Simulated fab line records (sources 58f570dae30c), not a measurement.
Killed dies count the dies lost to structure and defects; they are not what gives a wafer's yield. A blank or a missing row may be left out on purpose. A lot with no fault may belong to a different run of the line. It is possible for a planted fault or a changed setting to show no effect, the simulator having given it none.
Code-filled problem report in 8D (eight disciplines) form | flow berkeleyCmos170 | the parts of the form that need people (team, actions taken, sign-off) are left out

1. WHAT WENT WRONG
At UCB170_M1_METAL_ETCH_12, runLengthS averages 108.4 s over 3 wafers from 2 lots, while fault-free wafers read 158.5 s, standard deviation 1.1. That puts it -46 standard deviations away from the usual mean.
The step: etches Al in Cl2/BCl3, stops on PSG, target depth 780 nm, time 130 s.
Earliest sighting: wafer L857.1 on rieMetal-01 at day 11 09:55. Wafers with a number at this step in the record: 42, from 14 lots. By rule, "out" or "out of limits" means more than 4 standard deviations away from the usual mean. All remaining wafers that have a number are taken as sound.

2. WHAT IT IS; WHAT IT IS NOT
question                    | is                       | is not
which readings at this step | runLengthS, oesProductAu | drypumpMotorCurrentA, throttleValvePct
which lots                  | L857, L864               | L843, L844, L846, L847, L848, L851, L852, L854, L855, L858, L862, L865
which wafers of those lots  | L857.1, L857.4, L864.1   | L857.5, L864.4, L864.5
read on which tools         | rieMetal-01              | rieMetal-02, rieMetal-04
when                        | from day 11 09:55        | up to then (31 sound wafers); but 8 sound wafers of L862, L864, L865 came after

3. THE SUSPECTS, EACH WITH WHAT RULES IT OUT
Counting: if a tool at a process step up to the reading ran every lot that is out, it stays a suspect. Sound lots after the first of them don't rule it out here, since some wafers of a struck lot are sound.
- rieMetal-01 at UCB170_M1_METAL_ETCH_12 (etches Al in Cl2/BCl3, stops on PSG, target depth 780 nm, time 130 s): kept. It processed each lot that is out (first: L857, day 11 09:55); up to then, its last sound lot is L858 (day 11 09:14). Its own readings are out on those wafers: oesProductAu, runLengthS.
- The sound lot-mates ran in chamber 0 of rieMetal-01 at UCB170_M1_METAL_ETCH_12, but the wafers that are out ran in chamber 1.
The count leaves rieMetal-01 at UCB170_M1_METAL_ETCH_12.

4. THE CAUSE (what the simulator had put in)
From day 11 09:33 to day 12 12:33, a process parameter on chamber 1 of rieMetal-01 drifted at UCB170_M1_METAL_ETCH_12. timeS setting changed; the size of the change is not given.
This tool alone remained once counting was done.

5. SEQUENCE OF EFFECTS, ordered by route
Each row: a reading where the mean over the struck wafers with a number is more than 3 standard deviations away from the usual. Only readings for which the record gives a usual standard deviation are gone through. hours: the time from each lot's start at the first step in this table that gives one to its start at this step, as a median over the lots. sigmas: the change in usual standard deviations.
hours | step                    | reading      | usual      | on struck wafers | change | sigmas
0     | UCB170_M1_METAL_ETCH_12 | oesProductAu | 0.849 a.u. | 0.999            | +0.150 | +11
0     | UCB170_M1_METAL_ETCH_12 | runLengthS   | 158.5 s    | 108.4            | -50.1  | -46
It contains these process steps:
- UCB170_M1_METAL_ETCH_12: etches Al in Cl2/BCl3, stops on PSG, target depth 780 nm, time 130 s.
Readings that are blank on the struck wafers while sound wafers have them: rfFwdPowerW at UCB170_M1_METAL_ETCH_12.

6. HOW IT WOULD HAVE BEEN CAUGHT EARLIER
0 hours passed between the start of the fault at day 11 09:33 and the first reading out of limits in this record, taken at day 11 09:55.
